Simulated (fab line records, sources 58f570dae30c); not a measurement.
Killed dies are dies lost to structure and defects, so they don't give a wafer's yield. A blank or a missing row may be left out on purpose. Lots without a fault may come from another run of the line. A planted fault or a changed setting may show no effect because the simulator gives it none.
Problem report in the 8D (eight disciplines) form, filled by code | flow berkeley_cmos170 | the parts of the form that need people (team, actions taken, sign-off) are left out

1. THE PROBLEM
PLDD_TW at UCB170_PLDD_TW_MEAS_11 reads a mean of 956 on 6 wafers of 2 lots; wafers without a fault read 1009 with a standard deviation of 7.9. That is -6.8 standard deviations from the usual mean.
First seen on wafer L607.1, day 9 03:51, on film_metro-03. The record holds 42 wafers of 14 lots with a number at this step. Rule for "out", or "out of limits": more than 4 standard deviations from the usual mean. The other wafers with a number count as sound.

2. WHAT IT IS AND WHAT IT IS NOT
question                    | is                           | is not
which readings at this step | PLDD_TW                      | -
which lots                  | L607, L608                   | L597, L598, L599, L601, L602, L603, L604, L613, L614, L615, L617, L620
which wafers of those lots  | all that have a number       | -
read on which gauges        | film_metro-01, film_metro-03 | film_metro-02
when                        | from day 9 03:51             | up to then (21 sound wafers); but 15 sound wafers of L613, L614, L615, L617, L620 came after

3. SUSPECTS, AND WHAT RULES EACH OUT
Counting: a tool at a process step up to the reading stays a suspect if it ran every lot that is out and no sound lot after the first of them.
- the gauge at UCB170_PLDD_TW_MEAS_11: ruled out. The wafers that are out were read on 2 gauges (film_metro-01, film_metro-03).
- implanter-01 at UCB170_PLDD_IMPLANT_08: kept. It ran every lot that is out, first L607 (day 9 03:27), and no sound lot after that; its last sound lot up to then is L601 (day 8 22:19). Its own readings are out on those wafers: beam_energy_keV, beam_on_s, faraday_current_uA.
Left after counting: implanter-01 at UCB170_PLDD_IMPLANT_08.

4. THE CAUSE (what the simulator had put in)
Process parameter drift: implanter-01, from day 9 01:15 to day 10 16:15, at UCB170_PLDD_IMPLANT_08. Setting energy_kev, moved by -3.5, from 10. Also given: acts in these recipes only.
Counting left only this tool.

5. THE CHAIN OF EFFECTS, in route order
Each row: a reading whose mean over the struck wafers that have a number lies more than 3 standard deviations from the usual. Only readings for which the record gives a usual standard deviation are gone through. hours: the time from each lot's start at the first step in this table that gives one to its start at this step, as a median over the lots. sigmas: the change in usual standard deviations.
hours | step                       | reading            | usual         | on struck wafers | change | sigmas
0     | UCB170_PLDD_IMPLANT_08     | beam_energy_keV    | 10.001        | 6.499            | -3.502 | -99 or more
0     | UCB170_PLDD_IMPLANT_08     | beam_on_s          | 10.01 s       | 16.69            | +6.68  | +30
0     | UCB170_PLDD_IMPLANT_08     | faraday_current_uA | 158           | 95               | -63    | -19
0     | UCB170_PLDD_TW_MEAS_11     | PLDD_TW            | 1009          | 956              | -53    | -6.8
17    | UCB170_SDANNEAL_RS_MEAS_04 | PLDD_RS            | 1031.5 ohm/sq | 1048.5           | +17.0  | +6.1
The process steps in it:
- UCB170_PLDD_IMPLANT_08

6. WHAT WOULD HAVE CAUGHT IT SOONER
In this record the first reading out of limits at a measuring or inspecting step was taken at day 9 03:51, 3 hours after the fault began at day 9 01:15.
The tool's own readings at UCB170_PLDD_IMPLANT_08 were out on every struck wafer that the step has a row for (beam_energy_keV, beam_on_s, faraday_current_uA): an alarm limit on them would have fired on the first of those.
Of the lots that are out (2), L608 began UCB170_PLDD_IMPLANT_08 on implanter-01 after day 9 03:51. A hold on the tool at that time would have spared it.
